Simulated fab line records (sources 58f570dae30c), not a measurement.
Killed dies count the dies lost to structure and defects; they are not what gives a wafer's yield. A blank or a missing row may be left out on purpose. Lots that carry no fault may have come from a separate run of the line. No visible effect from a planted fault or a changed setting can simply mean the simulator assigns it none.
Which tool did it?    flow berkeley-cmos170    42 wafers from 14 lots sampled at 6 of the route's 331 steps

WHAT THE GAUGES READ, wafer by wafer
UCB170_SDANNEAL_RS_MEAS_05: the measuring method here is four-point-probe. Usual: NLDD_RS typically reads 616.0 ohm/sq, with standard deviation 1.4.
lot   measured      on             NLDD_RS (ohm/sq)                     flag
L346  day 8 02:08   film-metro-01  614.6 614.9 616.6                    
L347  day 8 16:00   film-metro-03  616.1 614.9 617.2                    
L351  day 9 12:18   film-metro-02  614.7 614.3 615.7                    
L352  day 9 13:10   film-metro-02  613.5 614.1 614.3                    
L350  day 9 13:21   film-metro-03  614.4 615.4 616.9                    
L354  day 9 13:46   film-metro-01  615.7 616.9 618.0                    
L356  day 9 20:28   film-metro-02  616.4 617.1 617.7                    
L361  day 11 00:30  film-metro-01  613.7 614.0 613.6                    
L362  day 11 06:40  film-metro-01  625.9 627.6 627.6 626.7 627.1 628.4  OFF
L363  day 11 16:26  film-metro-03  629.8 628.8 628.7 629.0 628.7 630.6  OFF
L365  day 11 17:01  film-metro-01  614.6 616.2 614.5                    
L364  day 11 16:51  film-metro-02  614.7 615.9 615.7                    
L367  day 12 04:53  film-metro-02  617.9 617.0 615.9                    
L369  day 12 15:37  film-metro-02  614.6 615.4 613.9                    

UCB170_M3_CD_MEAS_90 targets a cd of 700 nm. Usual: 699 nm for cd-nm, sd 3.1.
lot   measured      on         cd-nm (nm)   flag
L346  day 8 23:29   cd-sem-01  693 695 693  
L347  day 9 14:37   cd-sem-02  698 692 702  
L351  day 10 08:31  cd-sem-01  701 701 701  
L352  day 10 12:51  cd-sem-01  701 698 702  
L350  day 10 13:23  cd-sem-02  698 695 695  
L354  day 10 13:28  cd-sem-01  703 702 703  
L356  day 10 17:40  cd-sem-02  700 701 702  
L361  day 12 02:16  cd-sem-02  698 701 699  
L362  day 12 08:11  cd-sem-01  704 698 701  
L363  day 12 17:16  cd-sem-01  698 699 694  
L365  day 12 17:50  cd-sem-01  704 705 700  
L364  day 12 17:33  cd-sem-01  703 700 697  
L367  day 13 00:25  cd-sem-01  700 699 701  
L369  day 13 12:23  cd-sem-01  695 696 696  

UCB170_M3_BOW_MEAS_20. Usual: M3_BOW typically reads 34 um, with standard deviation 6.3.
lot   measured      on             M3_BOW (um)  flag
L346  day 8 23:37   film-metro-02  32 30 31     
L347  day 9 14:44   film-metro-03  31 30 23     
L351  day 10 08:38  film-metro-02  34 36 35     
L352  day 10 12:58  film-metro-03  26 34 24     
L350  day 10 13:30  film-metro-02  34 39 38     
L354  day 10 13:36  film-metro-01  40 42 36     
L356  day 10 17:47  film-metro-02  36 37 28     
L361  day 12 02:23  film-metro-03  45 33 32     
L362  day 12 08:18  film-metro-03  24 39 22     
L363  day 12 17:23  film-metro-03  30 34 18     
L365  day 12 17:58  film-metro-01  29 22 30     
L364  day 12 17:40  film-metro-03  36 43 40     
L367  day 13 00:32  film-metro-01  40 34 37     
L369  day 13 12:31  film-metro-01  34 47 29     

WHICH TOOL RAN EACH LOT (tool, then ch and the chambers of the sampled wafers, then the start)
lot   UCB170_NLDD_IMPLANT_09           UCB170_SILICIDE_PRE_CLEAN_00  UCB170_M2_ETCH_17
L346  implanter-04 ch 0, day 7 12:35   pvd-sputter-02, day 8 02:13   rie-diel-03 ch 0,2,3, day 8 16:14
L347  implanter-04 ch 0, day 8 05:13   pvd-sputter-04, day 8 16:05   rie-diel-01 ch 0,1,3, day 9 07:16
L351  implanter-01 ch 0, day 9 00:30   pvd-sputter-02, day 9 12:24   rie-diel-03 ch 0,1,2, day 10 01:56
L352  implanter-04 ch 0, day 9 00:45   pvd-sputter-01, day 9 13:17   rie-diel-01 ch 0,1,2, day 10 06:27
L350  implanter-01 ch 0, day 9 00:52   pvd-sputter-04, day 9 13:27   rie-diel-02 ch 1,2,3, day 10 06:57
L354  implanter-04 ch 0, day 9 01:38   pvd-sputter-02, day 9 13:51   rie-diel-03 ch 0,2,3, day 10 06:40
L356  implanter-01 ch 0, day 9 05:14   pvd-sputter-01, day 9 20:35   rie-diel-02 ch 1,2, day 10 11:21
L361  implanter-02 ch 0, day 10 08:31  pvd-sputter-02, day 11 00:35  rie-diel-02 ch 0,3, day 11 18:03
L362  implanter-01 ch 0, day 10 20:01  pvd-sputter-04, day 11 07:44  rie-diel-02 ch 0,1,3, day 12 01:49
L363  implanter-01 ch 0, day 11 05:02  pvd-sputter-04, day 11 19:26  rie-diel-01 ch 0,1,3, day 12 11:06
L365  implanter-04 ch 0, day 11 06:02  pvd-sputter-01, day 11 17:08  rie-diel-02 ch 0,1, day 12 10:44
L364  implanter-02 ch 0, day 11 06:19  pvd-sputter-02, day 11 16:56  rie-diel-03 ch 0,2,3, day 12 10:30
L367  implanter-02 ch 0, day 11 19:19  pvd-sputter-02, day 12 04:59  rie-diel-01 ch 1,3, day 12 18:55
L369  implanter-04 ch 0, day 12 04:45  pvd-sputter-01, day 12 15:44  rie-diel-01 ch 0,3, day 13 06:04
- UCB170_NLDD_IMPLANT_09
- UCB170_SILICIDE_PRE_CLEAN_00: preclean etch time 60 s.
- UCB170_M2_ETCH_17: etches BARC in N2/H2.

AS READ BY THE TOOLS THEMSELVES (means over the sampled wafers that have a number; for cases with no such wafer, the mark the record gives instead)
UCB170_NLDD_IMPLANT_09. Usual: beam-energy-keV 29.998, standard deviation 0.0092; dose-ions-cm2 5e+13, standard deviation 5.4e+10.
lot   tool          beam-energy-keV  dose-ions-cm2  flag
L346  implanter-04  29.993           5e+13          
L347  implanter-04  29.997           5e+13          
L351  implanter-01  29.990           5e+13          
L352  implanter-04  29.999           5e+13          
L350  implanter-01  30.002           5e+13          
L354  implanter-04  30.011           5e+13          
L356  implanter-01  29.995           5e+13          
L361  implanter-02  29.994           5e+13          
L362  implanter-01  30.002           5e+13          
L363  implanter-01  30.001           5e+13          
L365  implanter-04  29.999           5e+13          
L364  implanter-02  30.002           5e+13          
L367  implanter-02  29.993           5e+13          
L369  implanter-04  30.009           5e+13          

UCB170_M2_ETCH_17. Usual: drypump-motor-current-A 5.8 A, standard deviation 0.36; oes-product-au 1.003 a.u., standard deviation 0.013; rf-fwd-power-W 495.1 W, standard deviation 2.2; throttle-valve-pct 13.35 %, standard deviation 0.2.
lot   tool         drypump-motor-current-A (A)  oes-product-au (a.u.)  rf-fwd-power-W (W)  throttle-valve-pct (%)  flag
L346  rie-diel-03  6.0                          1.009                  494.3               13.38                   
L347  rie-diel-01  5.5                          0.982                  495.1               13.27                   
L351  rie-diel-03  5.6                          1.007                  493.2               13.32                   
L352  rie-diel-01  5.7                          1.001                  495.3               13.18                   
L350  rie-diel-02  5.7                          1.004                  494.9               13.32                   
L354  rie-diel-03  5.9                          1.012                  494.4               13.39                   
L356  rie-diel-02  5.5                          1.014                  494.9               13.29                   
L361  rie-diel-02  6.1                          0.991                  497.5               13.49                   
L362  rie-diel-02  6.0                          1.003                  496.3               13.38                   
L363  rie-diel-01  5.5                          0.997                  495.6               13.27                   
L365  rie-diel-02  6.1                          0.997                  497.8               13.39                   
L364  rie-diel-03  5.9                          1.009                  493.8               13.38                   
L367  rie-diel-01  5.6                          0.980                  498.1               13.22                   
L369  rie-diel-01  5.4                          0.994                  494.5               13.51                   

THE ANSWER, worked out from the rows above alone
Rule: a lot is off if the mean of its wafers that have a number lies more than 3 standard deviations from the usual mean. A lot without any number at a reading at which 4 lots or more have one is off too. Where the step has rows for the other lots, those lots are counted as sound. After the gauges, taken in route order, come the tools' own readings; for these a lot's mean is taken, as printed above. The first step at which some lot is off is used, and at that step the reading that is off furthest; a lot without a number counts as furthest.
Off: L362, L363, seen at UCB170_SDANNEAL_RS_MEAS_05 (NLDD_RS).
If a tool, at a process step before that reading, ran all the lots that are off and no sound lot after the first of them, it fits. The gauges at UCB170_SDANNEAL_RS_MEAS_05 are tried like those tools. One fits: implanter-01 at UCB170_NLDD_IMPLANT_09. A fault onset in the window from L356 (day 9 05:14, its last sound lot) to L362 (day 10 20:01, its first lot off) fits.

WHAT HAD BEEN PUT IN BY THE SIMULATOR
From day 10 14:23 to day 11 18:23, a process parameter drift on implanter-01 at UCB170_NLDD_IMPLANT_09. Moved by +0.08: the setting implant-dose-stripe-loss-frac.
Lots struck among those shown: L362, L363. The rule given above showed the same thing.
